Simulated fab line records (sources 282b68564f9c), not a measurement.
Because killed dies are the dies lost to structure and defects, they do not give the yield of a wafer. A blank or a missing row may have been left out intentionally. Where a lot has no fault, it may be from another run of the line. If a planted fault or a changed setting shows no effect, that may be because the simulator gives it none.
Which of the tools did it? || flow rit_cmos || route of 202 steps, sampled at 1 step: 7 lots, 21 wafers

WHAT THE GAUGES SHOWED, per wafer
RIT_NLDD_TW_MEAS_10.
{"lot": "L861", "measured": "day 3 11:25", "on": "film_metro-03", "NLDD_TW": "2461 2446 2448"}
{"lot": "L863", "measured": "day 3 19:43", "on": "film_metro-02", "NLDD_TW": "2481 2473 2476"}
{"lot": "L865", "measured": "day 4 07:19", "on": "film_metro-03", "NLDD_TW": "2452 2461 2442"}
{"lot": "L868", "measured": "day 4 21:11", "on": "film_metro-02", "NLDD_TW": "2471 2468 2480"}
{"lot": "L872", "measured": "day 5 16:28", "on": "film_metro-02", "NLDD_TW": "2458 2453 2450"}
{"lot": "L874", "measured": "day 6 03:16", "on": "film_metro-03", "NLDD_TW": "2430 2434 2447"}
{"lot": "L879", "measured": "day 7 04:01", "on": "film_metro-04", "NLDD_TW": "2448 2465 2453"}

EACH LOT AND THE TOOL THAT RAN IT (in order: tool; ch and the chambers of the sampled wafers; start)
Before these readings, the record contains no process step.

THE ANSWER, worked out from the rows above alone
Rule: the lots themselves supply what counts as usual. The widest of any qualifying gaps counts: lots, ordered by their means at a reading, are off when they make up no more than a third of the lots, leave a main group of 4 or more, and stand apart from it by 3 or more times the standard deviation of that group's means. A main group is skipped when, at the precision printed for the reading in the tables above, its means are all equal. Also off: a lot with no number at a reading for which 4 or more lots have one. The other lots that the step has rows for count as sound.
Nothing can be told from this: no lot is off at any reading shown.

WHAT THE SIMULATOR HAD INSERTED
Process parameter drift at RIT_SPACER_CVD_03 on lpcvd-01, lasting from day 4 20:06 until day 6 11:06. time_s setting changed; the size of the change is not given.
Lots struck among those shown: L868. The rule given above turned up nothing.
